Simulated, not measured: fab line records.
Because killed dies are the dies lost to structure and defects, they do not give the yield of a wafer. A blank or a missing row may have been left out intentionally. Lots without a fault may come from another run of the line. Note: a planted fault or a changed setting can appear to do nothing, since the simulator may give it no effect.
One fault through the eyes of 2 desks    flow rit cmos    each desk holds nothing but its own numbers, with what lay behind them at the end

## FROM THE METROLOGY DESK
Means of the sampled wafers that have a number, per lot and without regard to the tool the lot ran on: this is what the gauges read. The brackets show how far a lot's mean lies from the usual mean; more than 4 standard deviations puts the lot out of limits, marked OUT.
Columns: A = PWELL_TW at RIT_PWELL_TW_MEAS_10, usual 947; B = PWELL_RS at RIT_WELLDRIVE_RS_MEAS_02, usual 429.0 ohm/sq
lot   first seen here  A               B
L775  day 1 22:55      955             428.9
L776  day 2 04:04      962             429.2
L777  day 2 09:26      957             428.5
L778  day 2 14:49      948             430.1
L780  day 2 23:50      954             429.0
L781  day 3 04:33      940             430.4
L782  day 3 10:01      943             429.2
L788  day 4 16:01      908 (-5.0) OUT  458.3 (+24) OUT
L791  day 5 07:12      909 (-4.9) OUT  460.9 (+27) OUT
L792  day 5 13:32      945             428.9
L795  day 6 03:38      943             429.8
L796  day 6 08:23      941             428.5
L797  day 6 13:38      942             429.8
L798  day 6 19:06      948             428.0
This desk finds L788, L791 out of limits, with the earliest case on L788 at day 4 16:01 (PWELL_TW at RIT_PWELL_TW_MEAS_10). L775, L776, L777, L778, L780, L781, L782, L792, L795, L796, L797, L798: within limits.

## THE TOOL OWNER'S DESK: implanter-04
For each lot that ran on this tool, the mean over its sampled wafers that have a number, from the tool's own readings at RIT_PWELL_IMPLANT_08. The brackets show how far a lot's mean lies from the usual mean; more than 4 standard deviations puts the lot out of limits, marked OUT.
Columns: A = beam on s at RIT_PWELL_IMPLANT_08, usual 10.00 s; B = faraday current uA at RIT_PWELL_IMPLANT_08, usual 222
lot   first seen here  A                B
L775  day 1 22:36      10.08            220
L776  day 2 03:47      10.10            220
L781  day 3 04:14      10.29            216
L782  day 3 09:41      9.99             222
L788  day 4 15:43      8.87 (-5.1) OUT  250 (+5.8) OUT
L791  day 5 06:53      8.83 (-5.3) OUT  251 (+5.9) OUT
This desk's verdict: out of limits on L788, L791, starting with L788 at day 4 15:43 (beam on s at RIT_PWELL_IMPLANT_08). L775, L776, L781, L782: within limits.

## BROUGHT TOGETHER
On L788, L791, at day 4 15:43, an alarm was possible from the tool owner's desk.
The metrology desk could have raised an alarm at day 4 16:01, on L788, L791.
Every lot named ran RIT_PWELL_IMPLANT_08 on implanter-04.

## WHAT WAS PUT IN BY THE SIMULATOR
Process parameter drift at RIT_PWELL_IMPLANT_08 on implanter-04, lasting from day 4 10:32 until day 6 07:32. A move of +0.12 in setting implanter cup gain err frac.
Shown lots that were struck: L788, L791.
Delay (hours) between the fault's onset and each desk's first out-of-limits reading: 5 at the tool owner's desk, 5 at the metrology desk.
